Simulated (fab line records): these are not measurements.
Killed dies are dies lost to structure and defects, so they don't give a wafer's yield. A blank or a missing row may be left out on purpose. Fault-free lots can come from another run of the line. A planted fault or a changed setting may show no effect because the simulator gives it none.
fab line records	flow rit_cmos
[record] lots = 6	wafers = 18	last_day = 7
route steps=202 shown ACTIVE@2 FOX1@20 FOX2@23 M1@202
lots with no fault: from the same line, run without faults
start_h: hours from the record's opening day to when the first of the lot's shown wafers began	wait_h: hours since the lot's step before	" identical to the entry in the row above	L1.1+2: a single row standing in for several wafers	- no value present, or no start provided	* or withheld: withheld	< > ~ a bound
route shown NAME@n: names a module that has steps shown in the file, with the first one's number in the route	usual: average and standard deviation across the fault-free wafers	same: alike in all rows	chamber/n: place in a boat	sites: the reading at each site	_std_site: how widely they spread, as a standard deviation	_edge_site: the outer-site mean with the inner-site mean subtracted	radius_mm: how far each site lies from the wafer's centre	mask NAME#n: copy n	behind: the tool/chamber that last shaped the wafer	hold: the reason the lot was held/the length of the hold in hours/how it ended	device: the transistor (n, p or np) that didn't switch	end of line: the route-end tests of the same wafers	a step with no rows: only its recipe	killed: the dies lost at the first sort to structure and to defects; this is not the yield of the wafer	map: shows each die of a wafer: x if killed, . if not, _ if none is there
set.NAME: setting as actually run; set.NAME@STEP: the setting as run at that earlier step	model.NAME: the simulator's own value behind a step, which no gauge read
a table for each step, a row for each wafer; lots at some steps of the route
services: the hour from which a tool's chamber was out of use, counted from the record's first day as start_h (under 0 if before that day), plus the number of hours and why
[[steps]]
[step RIT_ACTIVE_OXIDATION_01]
[recipe] temp_c = 1010	ambient = O2	target_thk_a = 468	ox_time_s = 3360
[step RIT_ACTIVE_THK_MEAS_02]
[recipe] reads = SiO2_of_ACTIVE_OXIDATION_01
[usual] ACTIVE_OXIDE_THK = 52.2/0.93
lot.wafer	tool	chamber	start_h	wait_h	ACTIVE_OXIDE_THK[nm]
L848.3	film_metro-04	-	17.90	0.0	52.4
L848.5	"	-	"	"	51.7
L848.6	"	-	"	"	52.4
L852.2	film_metro-03	-	37.48	0.0	52.4
L852.3	"	-	"	"	52.6
L852.4	"	-	"	"	51.7
L860.3	film_metro-04	-	78.98	0.0	52.1
L860.5	"	-	"	"	51.7
L860.6	"	-	"	"	51.3
L863.3	film_metro-04	-	92.07	0.0	50.9
L863.4	"	-	"	"	52.5
L863.6	"	-	"	"	51.7
L866.1	film_metro-02	-	108.59	0.0	52.0
L866.2	"	-	"	"	52.4
L866.6	"	-	"	"	52.4
L870.1	film_metro-04	-	127.19	0.0	52.1
L870.3	"	-	"	"	52.0
L870.5	"	-	"	"	52.3
[step RIT_ACTIVE_CVD_03]
[recipe] material = Si3N4	target_thk_nm = 150	temp_c = 810	precursor = SiH2Cl2/NH3	time_s = 1500	pressure_mtorr = 300	sih2cl2_flow_sccm = 60	nh3_flow_sccm = 150
[step RIT_ACTIVE_THK_MEAS_04]
[recipe] reads = Si3N4_of_ACTIVE_CVD_03
[usual] ACTIVE_NITRIDE_THK = 149.7/1.3
lot.wafer	tool	chamber	start_h	wait_h	ACTIVE_NITRIDE_THK[nm]
L848.3	film_metro-02	-	19.63	0.0	148.4
L848.5	"	-	"	"	149.6
L848.6	"	-	"	"	150.7
L852.2	film_metro-03	-	38.96	0.0	148.4
L852.3	"	-	"	"	149.6
L852.4	"	-	"	"	150.7
L860.3	film_metro-02	-	80.46	0.0	150.0
L860.5	"	-	"	"	149.7
L860.6	"	-	"	"	147.7
L863.3	film_metro-03	-	93.55	0.0	149.0
L863.4	"	-	"	"	147.9
L863.6	"	-	"	"	147.8
L866.1	film_metro-02	-	110.77	0.0	151.4
L866.2	"	-	"	"	150.6
L866.6	"	-	"	"	150.8
L870.1	film_metro-04	-	128.67	0.0	149.4
L870.3	"	-	"	"	148.0
L870.5	"	-	"	"	149.7
[step RIT_ACTIVE_HMDS_05]
[recipe] prime_time_s = 60	prime_temp_c = 140
[step RIT_ACTIVE_COAT_06]
[recipe] resist = NOVOLAK	spin_rpm = 3282	resist_thk_nm = 1000
[step RIT_ACTIVE_SOFTBAKE_07]
[recipe] resist = NOVOLAK	temp_c = 90	time_s = 60
[step RIT_ACTIVE_EXPOSE_08]
[recipe] mask_id = M1	na = 0.6	source_shape = conventional	sigma_outer = 0.6	target_cd_nm = 1400	dose_mj = 225
[step RIT_ACTIVE_PEB_09]
[recipe] resist = NOVOLAK	temp_c = withheld	time_s = withheld
[step RIT_ACTIVE_DEVELOP_10]
[recipe] resist = NOVOLAK	develop_time_s = 50	dev_temp_c = 23
[step RIT_ACTIVE_CD_MEAS_11]
[recipe] target_cd_nm = 1400
[usual] cd_nm = 1400.2/2.6
lot.wafer	tool	chamber	start_h	wait_h	cd_nm
L848.3	cd_sem-01	-	20.56	-	1398.2
L848.5	"	-	"	"	1398.7
L848.6	"	-	"	"	1398.2
L852.2	cd_sem-02	-	40.00	-	1396.3
L852.3	"	-	"	"	1397.8
L852.4	"	-	"	"	1398.5
L860.3	cd_sem-01	-	81.39	-	1399.1
L860.5	"	-	"	"	1397.6
L860.6	"	-	"	"	1398.8
L863.3	cd_sem-02	-	94.48	-	1396.2
L863.4	"	-	"	"	1397.7
L863.6	"	-	"	"	1395.6
L866.1	cd_sem-02	-	111.68	-	1398.3
L866.2	"	-	"	"	1400.1
L866.6	"	-	"	"	1398.7
L870.1	cd_sem-02	-	129.58	-	1404.2
L870.3	"	-	"	"	1402.8
L870.5	"	-	"	"	1401.0
[step RIT_ACTIVE_HARDBAKE_12]
[recipe] resist = NOVOLAK	temp_c = 140	time_s = 60
[step RIT_ACTIVE_ETCH_13]
[recipe] stop_on = SiO2	chemistry = SF6	target = Si3N4	time_s = 210	over_etch_frac = 0.4	SF6_flow_sccm = 200	pressure_mtorr = 260	rf_w = 125	target_depth_a = 2100
[usual] drypump_motor_current_A = 5.7/0.34	oes_product_au = 0.819/0.013	run_length_s = 238.4/0.52	throttle_valve_pct = 7.45/0.12
lot.wafer	tool	chamber	start_h	wait_h	drypump_motor_current_A	oes_product_au	rf_hours_counter_h	run_length_s	throttle_valve_pct	model.NOVOLAK_of_ACTIVE_COAT_06.thk_nm	model.SiO2_of_ACTIVE_OXIDATION_01.thk_nm	model.ACTIVE.feature_depth_nm
L848.3	rie_diel-03	3	20.79	0.1	5.9	0.825	7	238.7	7.34	649.6	51.01	149.8
L848.5	"	3	"	"	5.9	0.818	-	238.5	7.34	645.3	50.33	151
L848.6	"	2	"	"	6.1	0.829	-	237.6	7.63	656.3	51.96	151.1
L852.2	rie_diel-01	0	40.25	0.1	5.1	0.816	152	238.8	7.45	646.9	51.45	149.3
L852.3	"	3	"	"	5.8	0.805	40	237.6	7.40	652.6	52.44	149.8
L852.4	"	2	"	"	5.6	0.826	123	238.1	7.37	655.5	51.74	150.7
L860.3	rie_diel-01	0	81.62	0.1	5.1	0.766	152	264.9	7.45	613	42.28	159.7
L860.5	"	0	"	"	5.1	0.778	-	264.7	7.44	614.2	41.78	159.5
L860.6	"	1	"	"	6.1	0.816	-	238.9	7.64	648.2	50.65	148.3
L863.3	rie_diel-01	0	94.71	0.1	5.1	0.771	153	265.1	7.45	614.1	40.99	158.8
L863.4	"	0	"	"	5.1	0.773	-	265.3	7.46	611.2	42.58	157.8
L863.6	"	3	"	"	5.8	0.793	-	237.4	7.42	644.9	51.5	147.9
L866.1	rie_diel-03	1	111.95	0.1	5.8	0.828	41	238.1	7.54	649.8	51.91	151.3
L866.2	"	3	"	"	5.9	0.831	9	238.4	7.35	650.4	51.02	152
L866.6	"	0	"	"	6.1	0.818	-	237.9	7.45	655.2	52.4	150.6
L870.1	rie_diel-03	1	129.85	0.1	5.8	0.814	42	238.2	7.54	648.3	52.11	149.4
L870.3	"	2	"	"	6.1	0.817	9	238.5	7.63	649	51.47	148.4
L870.5	"	1	"	"	5.8	0.820	-	238.6	7.54	647.9	52.27	149.6
[step RIT_ACTIVE_STRIP_14]
[recipe] chemistry = O2	time_s = 180	resist = NOVOLAK	platen_temp_c = withheld	power_w = 500	pressure_mtorr = 4000	o2_flow_sccm = 4000
[usual] drypump_motor_current_A = 5.8/0.41	o2_flow_sccm = 4000/11
lot.wafer	tool	chamber	start_h	wait_h	drypump_motor_current_A	o2_flow_sccm	rf_hours_counter_h
L848.3	plasma_asher-01	0	20.98	0.1	5.7	3987	-
L848.5	"	1	"	"	5.1	3987	-
L848.6	"	0	"	"	5.7	3989	-
L852.2	plasma_asher-02	0	40.39	0.1	6.1	3998	39
L852.3	"	1	"	"	6.1	3981	-
L852.4	"	0	"	"	6.1	4005	-
L860.3	plasma_asher-03	0	81.81	0.1	5.9	3997	-
L860.5	"	0	"	"	5.9	3986	-
L860.6	"	1	"	"	6.3	3990	-
L863.3	plasma_asher-01	1	94.90	0.1	5.1	3999	-
L863.4	"	0	"	"	5.7	3991	-
L863.6	"	0	"	"	5.7	3995	-
L866.1	plasma_asher-01	0	112.09	0.1	5.7	3979	47
L866.2	"	1	"	"	5.1	3986	47
L866.6	"	1	"	"	5.1	3984	-
L870.1	plasma_asher-03	1	129.98	0.1	6.3	4008	33
L870.3	"	1	"	"	6.3	4013	-
L870.5	"	1	"	"	6.3	3999	-
[step RIT_ACTIVE_CD_MEAS_90]
[recipe] target_cd_nm = 1400
[usual] cd_nm = 1400.2/2.6
lot.wafer	tool	chamber	start_h	wait_h	cd_nm
L848.3	cd_sem-01	-	21.14	0.1	1398.1
L848.5	"	-	"	"	1398.8
L848.6	"	-	"	"	1398.4
L852.2	cd_sem-02	-	40.58	0.1	1397.1
L852.3	"	-	"	"	1397.8
L852.4	"	-	"	"	1398.6
L860.3	cd_sem-01	-	81.97	0.1	1398.9
L860.5	"	-	"	"	1397.4
L860.6	"	-	"	"	1398.8
L863.3	cd_sem-01	-	95.06	0.1	1395.6
L863.4	"	-	"	"	1397.5
L863.6	"	-	"	"	1395.6
L866.1	cd_sem-01	-	112.26	0.1	1398.6
L866.2	"	-	"	"	1399.9
L866.6	"	-	"	"	1399.0
L870.1	cd_sem-01	-	130.16	0.1	1404.0
L870.3	"	-	"	"	1403.3
L870.5	"	-	"	"	1401.7
[step RIT_ACTIVE_CLEAN_15]
[recipe] chemistry = SC1	mix = 3:3:50	time_s = 600	temp_c = 75
[step RIT_ACTIVE_CLEAN_16]
[recipe] chemistry = dHF	dilution = 50:1	time_s = 30
[step RIT_ACTIVE_CLEAN_17]
[recipe] chemistry = SC2	mix = 3:3:50	time_s = 600	temp_c = 75	dry = n2_spin
[step RIT_FOX1_OXIDATION_00]
[recipe] temp_c = 1100	ambient = H2O	target_thk_a = 3507	p_h2o_torr = 720	ox_time_s = 1130
[step RIT_FOX1_THK_MEAS_01]
[recipe] reads = SiO2_of_FOX1_OXIDATION_00
[usual] FOX1_OXIDE_THK = 354/6.6
lot.wafer	tool	chamber	start_h	wait_h	FOX1_OXIDE_THK[nm]
L848.3	film_metro-01	-	23.95	0.0	358
L848.5	"	-	"	"	362
L848.6	"	-	"	"	363
L852.2	film_metro-01	-	45.81	0.0	348
L852.3	"	-	"	"	344
L852.4	"	-	"	"	345
L860.3	film_metro-02	-	83.77	0.0	354
L860.5	"	-	"	"	352
L860.6	"	-	"	"	355
L863.3	film_metro-01	-	98.74	0.0	362
L863.4	"	-	"	"	359
L863.6	"	-	"	"	358
L866.1	film_metro-01	-	114.08	0.0	361
L866.2	"	-	"	"	360
L866.6	"	-	"	"	368
L870.1	film_metro-01	-	131.97	0.0	355
L870.3	"	-	"	"	356
L870.5	"	-	"	"	347
[step RIT_FOX1_WET_ETCH_02]
[recipe] chemistry = BOE	target_depth_nm = 350	time_s = 390	temp_c = 21.5	dry = n2_spin	dilution = 10:1	target = SiO2
[step RIT_FOX2_OXIDATION_00]
[recipe] temp_c = 1100	ambient = H2O	target_thk_a = 3507	p_h2o_torr = 720	ox_time_s = 1130
[step RIT_FOX2_THK_MEAS_01]
[recipe] reads = SiO2_of_FOX2_OXIDATION_00
[usual] FOX2_OXIDE_THK = 353/6.8
lot.wafer	tool	chamber	start_h	wait_h	FOX2_OXIDE_THK[nm]
L848.3	film_metro-04	-	25.44	0.0	352
L848.5	"	-	"	"	347
L848.6	"	-	"	"	344
L852.2	film_metro-01	-	48.22	0.0	349
L852.3	"	-	"	"	346
L852.4	"	-	"	"	346
L860.3	film_metro-01	-	85.31	0.0	352
L860.5	"	-	"	"	349
L860.6	"	-	"	"	348
L863.3	film_metro-02	-	100.23	0.0	361
L863.4	"	-	"	"	362
L863.6	"	-	"	"	360
L866.1	film_metro-01	-	115.57	0.0	355
L866.2	"	-	"	"	356
L866.6	"	-	"	"	354
L870.1	film_metro-02	-	133.46	0.0	366
L870.3	"	-	"	"	363
L870.5	"	-	"	"	369
[step RIT_FOX2_CLEAN_02]
[recipe] chemistry = dHF	dilution = 50:1	time_s = 180
[step RIT_FOX2_WET_ETCH_03]
[recipe] chemistry = H3PO4	target = Si3N4	target_depth_nm = 195	temp_c = 165	time_s = 2700
[usual] run_length_s = 2729/4.4
lot.wafer	tool	chamber	start_h	wait_h	run_length_s	model.SiO2_of_ACTIVE_OXIDATION_01.thk_nm
L848.3	wet_bench-03	3	25.54	0.0	2733	45.37
L848.5	"	3	"	"	2733	44.78
L848.6	"	3	"	"	2733	46.2
L852.2	wet_bench-03	1	48.33	0.0	2735	45.84
L852.3	"	1	"	"	2735	46.7
L852.4	"	1	"	"	2735	46.09
L860.3	wet_bench-02	2	85.41	0.0	2733	37.52
L860.5	"	2	"	"	2733	37.05
L860.6	"	2	"	"	2733	44.91
L863.3	wet_bench-03	0	100.53	0.0	2726	36.48
L863.4	"	0	"	"	2726	37.91
L863.6	"	0	"	"	2726	45.88
L866.1	wet_bench-01	0	115.75	0.0	2723	46.25
L866.2	"	0	"	"	2723	45.49
L866.6	"	0	"	"	2723	46.7
L870.1	wet_bench-02	1	133.58	0.0	2725	46.37
L870.3	"	1	"	"	2725	45.81
L870.5	"	1	"	"	2725	46.52
[step RIT_FOX2_THK_MEAS_90]
[recipe] reads = SiO2_of_FOX2_OXIDATION_00
[usual] FIELD_OXIDE_LEFT_1_THK = 326/6.8
lot.wafer	tool	chamber	start_h	wait_h	FIELD_OXIDE_LEFT_1_THK[nm]
L848.3	film_metro-04	-	26.38	0.0	325
L848.5	"	-	"	"	320
L848.6	"	-	"	"	317
L852.2	film_metro-01	-	49.24	0.0	321
L852.3	"	-	"	"	318
L852.4	"	-	"	"	319
L860.3	film_metro-02	-	86.25	0.0	325
L860.5	"	-	"	"	322
L860.6	"	-	"	"	321
L863.3	film_metro-02	-	101.31	0.0	334
L863.4	"	-	"	"	335
L863.6	"	-	"	"	333
L866.1	film_metro-01	-	116.50	0.0	328
L866.2	"	-	"	"	329
L866.6	"	-	"	"	327
L870.1	film_metro-01	-	134.34	0.0	339
L870.3	"	-	"	"	336
L870.5	"	-	"	"	342
[step RIT_M1_PROBE_99]
[usual] killed_at_front_end = 6.7/2.9	killed_dies = 6.7/2.9	killed_open = 3.4/1.8	killed_short = 3.3/2.2
[same] gross_dies = 264	killed_at_M0_to_M3 = 0	killed_at_M4_up = 0	killed_at_back_side = 0	killed_at_contacts = 0	killed_at_other = 0
lot.wafer	tool	chamber	start_h	wait_h	killed_at_front_end	killed_dies	killed_open	killed_short
L848.3	prober-01	-	67.85	0.2	3	3	2	1
L848.5	prober-01	-	67.95	0.2	9	9	6	3
L848.6	prober-01	-	68.00	0.2	7	7	4	3
L852.2	prober-01	-	88.27	0.1	8	8	3	5
L852.3	prober-01	-	88.32	0.2	3	3	1	2
L852.4	prober-01	-	88.37	0.2	4	4	2	2
L860.3	prober-02	-	125.15	0.2	4	4	1	3
L860.5	prober-02	-	125.25	0.2	8	8	4	4
L860.6	prober-02	-	125.30	0.2	13	13	8	5
L863.3	prober-01	-	139.36	0.2	6	6	4	2
L863.4	prober-01	-	139.41	0.2	5	5	3	2
L863.6	prober-01	-	139.51	0.2	5	5	2	3
// killed by level:class
L848.3 FOX1:geometric_particle:open=1 FOX1:geometric_particle:short=1 GATE:geometric_particle:open=1
L848.5 GATE:geometric_particle:open=4 GATE:geometric_particle:short=2 FOX1:geometric_particle:open=1 REOX:geometric_particle:short=1 REOX:geometric_particle:open=1
L848.6 FOX1:geometric_particle:short=3 GATE:geometric_particle:open=2 FOX1:geometric_particle:open=1 SILICIDE:geometric_particle:open=1
L852.2 GATE:geometric_particle:short=2 GATE:geometric_particle:open=2 FOX1:geometric_particle:short=1 SPACER:geometric_particle:short=1 SILICIDE:geometric_particle:open=1 SILICIDE:geometric_particle:short=1
L852.3 GATE:geometric_particle:short=1 SILICIDE:geometric_particle:open=1 SILICIDE:geometric_particle:short=1
L852.4 FOX1:geometric_particle:open=1 FOX2:geometric_particle:short=1 GATE:geometric_particle:short=1 GATE:geometric_particle:open=1
L860.3 SPACER:geometric_particle:short=3 REOX:geometric_particle:open=1
L860.5 FOX2:geometric_particle:short=3 FOX1:geometric_particle:open=2 FOX1:geometric_particle:short=1 GATE:geometric_particle:open=1 SPACER:geometric_particle:open=1
L860.6 FOX1:geometric_particle:open=5 REOX:geometric_particle:short=2 SPACER:geometric_particle:short=2 SPACER:geometric_particle:open=2 FOX2:geometric_particle:short=1 GATE:geometric_particle:open=1
L863.3 SPACER:geometric_particle:open=3 FOX1:geometric_particle:open=1 FOX1:geometric_particle:short=1 SILICIDE:geometric_particle:short=1
L863.4 GATE:geometric_particle:open=3 GATE:geometric_particle:short=1 SPACER:geometric_particle:short=1
L863.6 GATE:geometric_particle:short=2 FOX1:geometric_particle:short=1 FOX1:geometric_particle:open=1 GATE:geometric_particle:open=1
[[services]]
tool	chamber	start_h	hours	kind
plasma_asher-01	-	-1.72	14.6	pm
rie_diel-01	1	5.57	4.3	repair
wet_bench-01	-	17.73	1.8	repair
plasma_asher-03	-	31.99	31.5	repair
rie_diel-03	0	54.50	1.9	repair
plasma_asher-03	-	63.47	2.8	pm
rie_diel-01	-	63.98	0.3	repair
rie_diel-03	-	68.33	1.2	repair
rie_diel-01	3	70.58	8.1	repair
rie_diel-01	1	91.33	-	clean
rie_diel-01	1	91.33	33.3	scheduled_down
rie_diel-01	1	91.33	33.3	vent_cycle
rie_diel-03	1	96.18	13.8	repair
rie_diel-01	3	119.73	3.9	repair
[[key]]
[first_sign] step = RIT_ACTIVE_ETCH_13	reading = run_length_s	direction = up	sigmas = 51	usual = *	struck = *
[effect] step = RIT_ACTIVE_ETCH_13	reading = oes_product_au	direction = down	sigmas = 3.7	usual = 0.819	struck = 0.772
[model_effect] step = RIT_ACTIVE_ETCH_13	value = NOVOLAK_of_ACTIVE_COAT_06.thk_nm	without = 642.1	struck = 613.1
[model_effect] step = RIT_FOX2_WET_ETCH_03	value = SiO2_of_ACTIVE_OXIDATION_01.thk_nm	without = 45.16	struck = 37.24
met_at RIT_ACTIVE_ETCH_13
struck_wafers L860.3,L860.5,L863.3,L863.4
tester_left_out L860,L863
onset_between 40.25 81.62
[fault] kind = process_parameter_drift	tool = rie_diel-01	chamber = 0	onset_h = 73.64	steps = RIT_ACTIVE_ETCH_13	channel = time_s	offset = *	shape = step	end_h = 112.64	acts_in = *	stated = *
// tester_left_out: of these lots the tester's yield and bins aren't shown, on N5 and GAA mostly nor the transistor test; their killed dies are dies lost to structure and defects alone, not to doping, threshold or leakage, so they don't give the yield
